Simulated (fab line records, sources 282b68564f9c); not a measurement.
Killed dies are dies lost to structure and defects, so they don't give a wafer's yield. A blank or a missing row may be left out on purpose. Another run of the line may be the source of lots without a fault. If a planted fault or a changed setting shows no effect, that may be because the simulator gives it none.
fab line records + flow rit-cmos
record
- lots=15
- wafers=45
- last-day=8
route steps=202 shown GATE@89
lots with no fault: from the same line, run without faults
start-h: hours from the record's first day to the start of the lot's first wafer shown + wait-h: how many hours have passed since the lot's step before this one + " as in the row above + L1.1+2: several wafers, shown together as one row + - value missing, or start not given + * or withheld: withheld + < > ~ a bound
route shown NAME@n: a module of which the file shows steps, and the number in the route of the first + usual: mean/standard deviation taken from wafers without a fault + same: alike in all rows + chamber/n: place in a boat + sites: each site's reading + _std_site: standard deviation of those values + _edge_site: inner sites' mean taken away from outer sites' mean + radius-mm: for every site, how far away it sits from the centre of the wafer + mask NAME#n: copy n + behind: the last tool/chamber to shape the wafer + hold: why the lot went on hold/how many hours it stayed there/how the hold came to an end + device: transistor that didn't switch, given as n, p or np + end of line: the route-end tests of the same wafers + a step with no rows: only its recipe + killed: count of dies lost to structure and defects at first sort (not the wafer's yield) + map: a wafer's dies, marking killed ones x, the rest . and places with no die _
set.NAME: the setting that was run; set.NAME@STEP: the one run at that earlier step + model.NAME: the simulator's own value behind a step, which no gauge read
route steps across a sampled set of lots; one table per step, one row per wafer
services: when a tool's chamber went out of use (start-h, in hours from the record's first day, below 0 if earlier), for how many hours, and the reason
## steps
# step RIT_GATE_EXPOSE_13
# recipe
- mask-id=M6
- na=0.6
- source-shape=conventional
- sigma-outer=0.6
- target-cd-nm=150
- dose-mj=380
# usual
- exposure-dose-mJ-cm2=380.0/0.4
- focus-offset-nm=0.0/0.48
| lot.wafer | tool             | chamber | start-h | wait-h | mask | exposure-dose-mJ-cm2 | focus-offset-nm |
|-----------|------------------|---------|---------|--------|------|----------------------|-----------------|
| L399.1    | iline-stepper-01 | 0       | 49.91   | 0.2    | M6#0 | 380.4                | -0.5            |
| L399.2    | "                | 0       | "       | "      | M6#0 | 379.7                | -0.4            |
| L399.4    | "                | 0       | "       | "      | M6#0 | 380.2                | -0.4            |
| L400.1    | iline-stepper-01 | 0       | 56.39   | 0.1    | M6#0 | 379.7                | 0.3             |
| L400.2    | "                | 0       | "       | "      | M6#0 | 379.9                | 0.2             |
| L400.3    | "                | 0       | "       | "      | M6#0 | 379.9                | 0.1             |
| L401.2    | iline-stepper-02 | 0       | 59.72   | 0.2    | M6#0 | 379.4                | 0.0             |
| L401.3    | "                | 0       | "       | "      | M6#0 | 379.6                | 0.7             |
| L401.5    | "                | 0       | "       | "      | M6#0 | 379.4                | 0.1             |
| L402.1    | iline-stepper-01 | 0       | 68.57   | 0.2    | M6#0 | 380.2                | 0.5             |
| L402.3    | "                | 0       | "       | "      | M6#0 | 379.7                | -0.5            |
| L402.6    | "                | 0       | "       | "      | M6#0 | 379.5                | 0.3             |
| L403.4    | iline-stepper-02 | 0       | 71.55   | 0.2    | M6#0 | 379.5                | 0.0             |
| L403.5    | "                | 0       | "       | "      | M6#0 | 379.9                | 0.5             |
| L403.6    | "                | 0       | "       | "      | M6#0 | 379.7                | 0.2             |
| L406.3    | iline-stepper-01 | 0       | 82.92   | 0.2    | M6#0 | 380.0                | -0.1            |
| L406.5    | "                | 0       | "       | "      | M6#0 | 380.4                | 0.0             |
| L406.6    | "                | 0       | "       | "      | M6#0 | 380.4                | 0.1             |
| L410.3    | iline-stepper-01 | -       | 101.85  | 0.2    | M6#0 | -                    | -               |
| L410.4    | "                | -       | "       | "      | M6#0 | -                    | -               |
| L410.5    | "                | -       | "       | "      | M6#0 | -                    | -               |
| L411.3    | iline-stepper-01 | -       | 105.42  | 0.1    | M6#0 | -                    | -               |
| L411.5    | "                | -       | "       | "      | M6#0 | -                    | -               |
| L411.6    | "                | -       | "       | "      | M6#0 | -                    | -               |
| L412.1    | iline-stepper-01 | -       | 106.79  | 0.1    | M6#0 | -                    | -               |
| L412.2    | "                | -       | "       | "      | M6#0 | -                    | -               |
| L412.3    | "                | -       | "       | "      | M6#0 | -                    | -               |
| L413.1    | iline-stepper-01 | 0       | 116.88  | 0.1    | M6#0 | 379.7                | 0.5             |
| L413.2    | "                | 0       | "       | "      | M6#0 | 379.6                | -0.5            |
| L413.3    | "                | 0       | "       | "      | M6#0 | 380.2                | -0.2            |
| L414.1    | iline-stepper-01 | 0       | 121.48  | 0.2    | M6#0 | 380.1                | -1.2            |
| L414.3    | "                | 0       | "       | "      | M6#0 | 379.9                | -0.4            |
| L414.5    | "                | 0       | "       | "      | M6#0 | 380.0                | -0.8            |
| L415.4    | iline-stepper-01 | 0       | 127.07  | 0.2    | M6#0 | 380.6                | 0.1             |
| L415.5    | "                | 0       | "       | "      | M6#0 | 380.7                | -0.3            |
| L415.6    | "                | 0       | "       | "      | M6#0 | 380.6                | 0.6             |
| L416.1    | iline-stepper-02 | 0       | 131.04  | 0.2    | M6#0 | 380.2                | 0.3             |
| L416.2    | "                | 0       | "       | "      | M6#0 | 379.9                | -0.1            |
| L416.5    | "                | 0       | "       | "      | M6#0 | 380.3                | -0.5            |
| L417.1    | iline-stepper-02 | 0       | 132.75  | 0.1    | M6#0 | 380.5                | 0.1             |
| L417.4    | "                | 0       | "       | "      | M6#0 | 379.7                | -0.1            |
| L417.5    | "                | 0       | "       | "      | M6#0 | 380.3                | -0.1            |
| L421.2    | iline-stepper-01 | 0       | 161.42  | 0.1    | M6#0 | 380.3                | 0.6             |
| L421.4    | "                | 0       | "       | "      | M6#0 | 379.4                | 0.0             |
| L421.5    | "                | 0       | "       | "      | M6#0 | 379.8                | 0.4             |
## services
| tool             | chamber | start-h | hours | kind        |
|------------------|---------|---------|-------|-------------|
| iline-stepper-01 | -       | 31.11   | 7.6   | repair      |
| iline-stepper-01 | -       | 74.33   | 4.2   | repair      |
| iline-stepper-02 | 0       | 97.48   | -     | calibration |
| iline-stepper-02 | -       | 101.08  | 8.2   | repair      |
| iline-stepper-01 | -       | 150.93  | 1.3   | repair      |
| iline-stepper-01 | -       | 155.15  | 1.7   | pm          |
| iline-stepper-02 | -       | 159.23  | 11.4  | repair      |
## key
first-sign
- step=RIT_GATE_EXPOSE_13
- reading=tool-record
- direction=missing
effect none on later readings
met-at RIT_GATE_EXPOSE_13
struck-lots L410,L411,L412
later-rows-left-out L410.3,L410.4,L410.5,L411.3,L411.5,L411.6,L412.1,L412.2,L412.3
sort-left-out L410.3,L410.4,L410.5,L411.3,L411.5,L411.6,L412.1,L412.2,L412.3
tester-left-out L410,L411,L412
onset-between 82.92 101.85
fault
- kind=skipped-step-whole
- tool=iline-stepper-01
- chamber=-
- onset-h=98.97
- steps=RIT_GATE_EXPOSE_13
- scope=struck-lots-only
# tester-left-out: of these lots the tester's yield and bins aren't shown, on N5 and GAA mostly nor the transistor test; their killed dies are dies lost to structure and defects alone, not to doping, threshold or leakage, so they don't give the yield
# sort-left-out: the simulated sort isn't trusted on such a fault, so these wafers' sort isn't shown, and their yield isn't known
# later-rows-left-out: the simulator's readings of these wafers behind a module that went badly wrong aren't trusted and aren't shown, but for the sort
